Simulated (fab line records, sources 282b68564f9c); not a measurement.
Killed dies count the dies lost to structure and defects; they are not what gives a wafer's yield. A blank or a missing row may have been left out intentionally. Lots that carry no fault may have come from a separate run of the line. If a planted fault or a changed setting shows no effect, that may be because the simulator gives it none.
Struck lot and sound lot, side by side -- flow rit-cmos -- 22 out of 202 route steps
Sound: the wafers L631.1, L631.3, L631.6. Struck: wafers L648.1, L648.2, L648.4. At the end, the cause is stated.
Each step with rows lists, per side, the tool, then ch with its chambers, then its first start. Under that, the readings that differ: sound wafers -- struck wafers -- difference of the means -- sigmas: that difference in standard deviations of wafers without a fault.
alike: same words and numbers on both sides, and readings whose means sit less than 2 such deviations apart. not compared: any withheld reading, any reading some wafer has no value for, any bound like >300 that may hide the same value, and any number with overlapping values for which the record gives no deviation.
A row with sigmas, a row that says differs or no value, or rows on one side alone: a step with any of these is where the two part. Numbers that have no deviation but don't overlap get no sigmas and don't part them. Lack of a reading on every wafer of one side parts them only where that side has two or more wafers.

first, 3 steps without rows for these wafers: RIT_GATE_CLEAN_02 (cleans in dHF, time 30 s); RIT_GATE_CLEAN_03 (cleans in SC2, time 600 s); RIT_GATE_CLEAN_04 (cleans in dHF, time 60 s).
RIT_FOX2_THK_MEAS_91:
  sound on film-metro-01, day 2 19:22; struck on film-metro-03, day 6 09:36
  alike: FIELD_OXIDE_LEFT_2_THK
then, 2 steps without rows for these wafers: RIT_GATE_OXIDATION_05 (target thk 3 nm, ox time 270 s); RIT_GATE_ANNEAL_06 (time 600 s).
RIT_GATE_THK_MEAS_07:
  sound on film-metro-03, day 2 20:45; struck on film-metro-03, day 6 10:59
  alike: GATE_OXIDE_THK
then, 1 step without rows for these wafers: RIT_GATE_CVD_08 (deposits poly-Si from SiH4, target thk 250 nm, time 2220 s).
RIT_GATE_THK_MEAS_09:
  sound on film-metro-04, day 2 22:26; struck on film-metro-04, day 6 13:24
  alike: GATE_POLY_THK
then, 3 steps without rows for these wafers: RIT_GATE_HMDS_10 (prime time 60 s); RIT_GATE_COAT_11 (resist thk 855.5 nm); RIT_GATE_SOFTBAKE_12 (time 60 s).
RIT_GATE_EXPOSE_13: exposes mask M6, target cd 150 nm.
  sound on iline-stepper-02 ch 0, day 2 22:56; struck on iline-stepper-01 ch 0, day 6 14:02
  alike: mask, focus-offset-nm, stage-vel-mm-s
then, 2 steps without rows for these wafers: RIT_GATE_PEB_14; RIT_GATE_DEVELOP_15 (develop time 50 s).
RIT_GATE_CD_MEAS_16 targets a cd of 150 nm.
  sound on cd-sem-02, day 2 23:24; struck on cd-sem-02, day 6 14:29
reading,sound,struck,difference,sigmas
cd-nm (nm),149.4 148.1 147.2,- - -,no value on the struck wafers,
RIT_GATE_OVL_MEAS_17:
  sound on overlay-01, day 2 23:31; struck on overlay-01, day 6 14:36
  alike: GATE_OVL
then, 1 step without rows for these wafers: RIT_GATE_HARDBAKE_18 (time 60 s).
RIT_GATE_ETCH_19: etches poly-Si in SF6/CHF3/O2, stops on SiO2, time 165 s, target depth 312.5 nm.
  sound on rie-si-02 ch 0,1, day 2 23:43; struck on rie-si-01 ch 2,3, day 6 14:47
  alike: SF6_flow_sccm, drypump-motor-current-A, oes-product-au, throttle-valve-pct
  not compared: rf-hours-counter-h
RIT_GATE_STRIP_20: strips in O2, time 180 s.
  sound on plasma-asher-01 ch 0,1, day 2 23:49; struck on plasma-asher-03 ch 0,1, day 6 14:53
  alike: drypump-motor-current-A
  not compared: rf-hours-counter-h
RIT_GATE_CD_MEAS_90 targets a cd of 150 nm.
  sound on cd-sem-01, day 2 23:59; struck on cd-sem-01, day 6 15:04
reading,sound,struck,difference,sigmas
cd-nm (nm),149.5 147.7 146.8,- - -,no value on the struck wafers,
then, 1 step without rows for these wafers: RIT_REOX_CLEAN_00 (cleans in SC1, time 600 s).

WHERE THEY PART
Earliest at RIT_GATE_CD_MEAS_16; latest, in this record, at RIT_GATE_CD_MEAS_90.

WHY: what had been put in by the simulator
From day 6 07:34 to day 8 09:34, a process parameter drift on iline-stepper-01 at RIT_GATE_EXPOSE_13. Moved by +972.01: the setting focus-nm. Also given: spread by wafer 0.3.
